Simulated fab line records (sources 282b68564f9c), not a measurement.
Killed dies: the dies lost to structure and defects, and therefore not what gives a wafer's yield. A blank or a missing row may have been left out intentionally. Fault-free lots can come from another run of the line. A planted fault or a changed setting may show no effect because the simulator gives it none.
Which tool did it? ; flow rit_cmos ; Sampling: 7 lots, 21 wafers, 2 of 202 route steps

== WHAT THE GAUGES SHOWED, per wafer ==
RIT_REOX_THK_MEAS_04.
lot;measured;on;REOX_OXIDE_THK (nm)
L451;day 2 22:00;film_metro-01;26.1 26.3 25.7
L453;day 3 07:49;film_metro-01;25.1 25.0 25.2
L456;day 3 23:01;film_metro-03;24.7 24.8 24.6
L458;day 4 09:43;film_metro-01;24.6 24.8 24.9
L462;day 5 07:10;film_metro-03;25.2 25.3 25.3
L469;day 6 21:10;film_metro-01;30.1 30.3 30.1
L472;day 7 14:20;film_metro-03;25.1 24.4 24.9

== WHICH TOOL RAN EACH LOT (tool, then ch and the chambers of the sampled wafers, then the start) ==
lot;RIT_REOX_OXIDATION_03
L451;furnace-03 ch 0, day 2 19:26
L453;furnace-02 ch 0, day 3 05:15
L456;furnace-02 ch 0, day 3 20:28
L458;furnace-04 ch 0, day 4 07:09
L462;furnace-03 ch 0, day 5 04:37
L469;furnace-03 ch 0, day 6 18:37
L472;furnace-04 ch 0, day 7 11:47
- RIT_REOX_OXIDATION_03: target thk 25.2 nm, ox time 5580 s.

== THE ANSWER, worked out from the rows above alone ==
Rule: the usual values come from the lots themselves. The widest of any qualifying gaps counts: lots, ordered by their means at a reading, are off when they make up no more than a third of the lots, leave a main group of 4 or more, and stand apart from it by 3 or more times the standard deviation of that group's means. If all means in a main group match to the digits the tables above print for the reading, that group is not used. A lot without any number at a reading at which 4 lots or more have one is off too. The other lots that the step has rows for count as sound.
Off: L469, at RIT_REOX_THK_MEAS_04 (REOX_OXIDE_THK). The main group has a mean of 25.1 nm with a standard deviation of 0.46.
A tool fits if, at a process step before that reading, it ran every lot that is off, and no sound lot after the first of them. Gauges at RIT_REOX_THK_MEAS_04: tried the same way as those tools. This does not decide it: 2 tools fit, namely furnace-03 at RIT_REOX_OXIDATION_03 and film_metro-01 at RIT_REOX_THK_MEAS_04.

== WHAT THE SIMULATOR HAD PUT IN ==
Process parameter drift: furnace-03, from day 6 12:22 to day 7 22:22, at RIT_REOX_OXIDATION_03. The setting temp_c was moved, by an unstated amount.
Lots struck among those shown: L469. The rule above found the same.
